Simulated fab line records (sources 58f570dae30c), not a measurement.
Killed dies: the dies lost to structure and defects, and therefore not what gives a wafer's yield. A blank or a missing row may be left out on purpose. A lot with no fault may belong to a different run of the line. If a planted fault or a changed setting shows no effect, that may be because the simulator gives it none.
Which tool is to blame?	flow berkeley-cmos170	21 wafers from 7 lots sampled at 2 of the route's 331 steps

== WHAT EACH GAUGE READ, for each wafer ==
UCB170_PLDD_CD_MEAS_06 targets a cd of 1200 nm.
lot	measured	on	cd-nm (nm)
L767	day 6 22:55	cd-sem-02	1198.3 1198.5 1198.4
L771	day 7 10:42	cd-sem-01	1199.3 1199.3 1200.2
L774	day 7 18:28	cd-sem-01	1200.5 1199.6 1200.1
L773	day 7 18:58	cd-sem-02	1199.3 1200.4 1200.1
L775	day 8 08:02	cd-sem-01	1202.2 1202.3 1202.5
L782	day 9 09:47	cd-sem-02	1186.0 1186.0 1187.2
L787	day 10 12:37	cd-sem-01	1198.1 1197.9 1199.2

== WHICH TOOL RAN EACH LOT (tool, then ch and the chambers of the sampled wafers, then the start) ==
lot	UCB170_PLDD_SOFTBAKE_02
L767	litho-track-01 ch 0, day 6 22:23
L771	litho-track-01 ch 0, day 7 10:02
L774	litho-track-04 ch 0, day 7 17:47
L773	litho-track-04 ch 0, day 7 18:25
L775	litho-track-01 ch 0, day 8 06:53
L782	litho-track-02 ch 0, day 9 09:00
L787	litho-track-01 ch 0, day 10 11:52
- UCB170_PLDD_SOFTBAKE_02: time 60 s.

== THE ANSWER, worked out from the rows above alone ==
Rule: the lots themselves supply what counts as usual. Put in order of their means at a reading, lots are off if they are a third of the lots or fewer, leave a main group of 4 or more, and stand apart from it by a gap of 3 or more times the standard deviation of the main group's means; of several such gaps the widest counts. A main group is skipped when, at the precision printed for the reading in the tables above, its means are all equal. A lot without any number at a reading at which 4 lots or more have one is off too. Where the step has rows for the other lots, those lots are counted as sound.
Off at UCB170_PLDD_CD_MEAS_06 (cd-nm): L782. The main group has a mean of 1199.8 nm with a standard deviation of 1.3.
A tool fits if, at a process step before that reading, it ran every lot that is off, and no sound lot after the first of them. Those tools and the gauges at UCB170_PLDD_CD_MEAS_06 are tried in the same way. Can't be told from this: 2 tools fit, litho-track-02 at UCB170_PLDD_SOFTBAKE_02, cd-sem-02 at UCB170_PLDD_CD_MEAS_06.

== WHAT THE SIMULATOR HAD PUT IN ==
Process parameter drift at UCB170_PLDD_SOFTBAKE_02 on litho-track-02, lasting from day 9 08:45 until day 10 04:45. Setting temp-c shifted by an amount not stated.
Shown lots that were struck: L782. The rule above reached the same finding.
